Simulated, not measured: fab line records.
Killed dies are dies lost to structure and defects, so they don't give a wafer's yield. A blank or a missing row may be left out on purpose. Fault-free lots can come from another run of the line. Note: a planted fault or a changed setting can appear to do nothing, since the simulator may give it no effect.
Which of the tools did it?	flow berkeleyCmos170	7 lots, 21 wafers sampled, at 3 steps of a route of 331

WHAT THE GAUGES SHOWED, per wafer
UCB170_SPACER_THK_MEAS_01.
lot	measured	on	SPACER_TEOS_THK (nm)
L438	day 6 22:14	filmMetro-04	374 382 376
L441	day 7 04:46	filmMetro-01	379 382 378
L447	day 8 17:43	filmMetro-01	370 378 377
L449	day 8 23:10	filmMetro-04	372 371 374
L453	day 10 07:50	filmMetro-01	379 375 382
L456	day 10 08:22	filmMetro-01	377 383 384
L457	day 10 23:34	filmMetro-04	365 373 381

TOOL THAT RAN EACH LOT (tool first, then ch and the chambers of the sampled wafers, then the start)
lot	UCB170_PWELL_STRIP_16	UCB170_NLDD_STRIP_10
L438	plasmaAsher-01 ch 0,1, day 3 15:04	plasmaAsher-01 ch 0,1, day 6 21:43
L441	plasmaAsher-02 ch 0,1, day 4 03:40	plasmaAsher-02 ch 0,1, day 7 04:23
L447	plasmaAsher-01 ch 0,1, day 5 10:46	plasmaAsher-01 ch 0, day 8 17:20
L449	plasmaAsher-02 ch 0,1, day 5 22:39	plasmaAsher-03 ch 0,1, day 8 22:49
L453	plasmaAsher-04 ch 0,1, day 6 16:28	plasmaAsher-01 ch 0,1, day 10 07:23
L456	plasmaAsher-02 ch 0,1, day 7 06:16	plasmaAsher-02 ch 0,1, day 10 07:41
L457	plasmaAsher-04 ch 0,1, day 7 14:55	plasmaAsher-03 ch 0,1, day 10 23:11
- UCB170_PWELL_STRIP_16: strips in O2.
- UCB170_NLDD_STRIP_10: strips in O2.

THE ANSWER, worked out from the rows above alone
Rule: the lots themselves supply what counts as usual. Put in order of their means at a reading, lots are off if they are a third of the lots or fewer, leave a main group of 4 or more, and stand apart from it by a gap of 3 or more times the standard deviation of the main group's means; of several such gaps the widest counts. A main group is skipped when, at the precision printed for the reading in the tables above, its means are all equal. Also off: a lot with no number at a reading for which 4 or more lots have one. All remaining lots with rows at the step are treated as sound.
Nothing can be told from this: no lot is off at any reading shown.

WHAT THE SIMULATOR PUT IN
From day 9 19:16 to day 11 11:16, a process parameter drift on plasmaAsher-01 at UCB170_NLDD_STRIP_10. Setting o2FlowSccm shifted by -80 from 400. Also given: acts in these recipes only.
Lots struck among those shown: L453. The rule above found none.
